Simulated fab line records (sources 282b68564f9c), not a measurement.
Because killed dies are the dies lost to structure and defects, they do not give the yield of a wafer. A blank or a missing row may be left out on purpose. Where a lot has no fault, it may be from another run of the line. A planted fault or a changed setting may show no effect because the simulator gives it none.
Tool commonality check ; flow ritCmos ; Sample size 14 lots and 42 wafers

WHAT PROMPTED THE OPENING
At RIT_NSD_TW_MEAS_10 the reading NSD_TW is flagged on 2 of 14 lots. No-fault wafers: 3143, standard deviation 36.
Rule: a lot is flagged in two cases, either no wafer of it has a number, or all its wafers with numbers fall more than 4 standard deviations from that mean. The rest of the lots are taken to be sound.

lot;measured;on;NSD_TW, wafer by wafer;flag
L256;day 3 06:52;filmMetro-01;3157 3162 3155;
L257;day 3 12:42;filmMetro-04;3056 3073 3059;
L259;day 3 22:04;filmMetro-03;3130 3162 3154;
L260;day 4 04:41;filmMetro-03;3154 3162 3153;
L261;day 4 08:27;filmMetro-03;3151 3155 3156;
L262;day 4 15:59;filmMetro-03;3172 3151 3154;
L263;day 4 19:35;filmMetro-01;3156 3167 3166;
L268;day 5 21:47;filmMetro-03;3166 3160 3160;
L270;day 6 04:28;filmMetro-03;3387 3389 3391;FLAGGED
L271;day 6 09:26;filmMetro-04;3294 3293 3290;FLAGGED
L273;day 6 22:55;filmMetro-03;3155 3153 3167;
L274;day 7 00:44;filmMetro-03;3152 3150 3166;
L276;day 7 14:24;filmMetro-04;3074 3067 3058;
L278;day 7 21:48;filmMetro-03;3142 3163 3144;
Average over the flagged lots: 3341; offset from the usual +198, equal to +5 standard deviations.

WHICH TOOL RAN EACH LOT
The record holds 1 process step before the reading, out of a route of 202 steps. Each cell gives the tool, then ch followed by the chambers the sampled wafers passed through, then the start.
lot;flag;RIT_NSD_IMPLANT_08
L256;;implanter-03 ch 0, day 3 06:32
L257;;implanter-03 ch 0, day 3 12:23
L259;;implanter-01 ch 0, day 3 21:44
L260;;implanter-03 ch 0, day 4 04:22
L261;;implanter-02 ch 0, day 4 08:07
L262;;implanter-02 ch 0, day 4 15:40
L263;;implanter-01 ch 0, day 4 19:17
L268;;implanter-02 ch 0, day 5 21:29
L270;FLAGGED;implanter-02 ch 0, day 6 04:08
L271;FLAGGED;implanter-02 ch 0, day 6 09:07
L273;;implanter-03 ch 0, day 6 22:37
L274;;implanter-01 ch 0, day 7 00:27
L276;;implanter-03 ch 0, day 7 14:05
L278;;implanter-01 ch 0, day 7 21:31
These steps, and what they do:
- RIT_NSD_IMPLANT_08
- RIT_NSD_TW_MEAS_10

FLAGGED AGAINST TOTAL, ONE TOOL AT A TIME (gauges that did the reading follow at the end)
step;tool;lots run;flagged;share of the flagged lots;sound lots run after its first flagged lot
RIT_NSD_IMPLANT_08;implanter-01;4;0;none;-
RIT_NSD_IMPLANT_08;implanter-02;5;2;all;0
RIT_NSD_IMPLANT_08;implanter-03;5;0;none;-
RIT_NSD_TW_MEAS_10;filmMetro-01;2;0;none;-
RIT_NSD_TW_MEAS_10;filmMetro-03;9;1;some;3 (L273,L274,L278)
RIT_NSD_TW_MEAS_10;filmMetro-04;3;1;some;1 (L276)

WHAT THE TABLE PERMITS
All flagged lots share 1 row of the table, namely implanter-02 at RIT_NSD_IMPLANT_08.
- implanter-02 at RIT_NSD_IMPLANT_08 ran 5 lots, 2 of them flagged. Its last sound lot is L268 (day 5 21:29), its first flagged lot L270 (day 6 04:08): a fault that began between those two fits. Its own readings (beamEnergyKeV) fall more than 4 standard deviations out on all wafers of the flagged lots.
Left over: one tool, implanter-02 at RIT_NSD_IMPLANT_08.

WHAT HAD BEEN PUT IN BY THE SIMULATOR
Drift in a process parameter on implanter-02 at RIT_NSD_IMPLANT_08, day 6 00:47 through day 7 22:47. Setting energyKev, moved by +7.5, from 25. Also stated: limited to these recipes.
Shown lots that were struck: L270, L271. Same finding as the rule above.
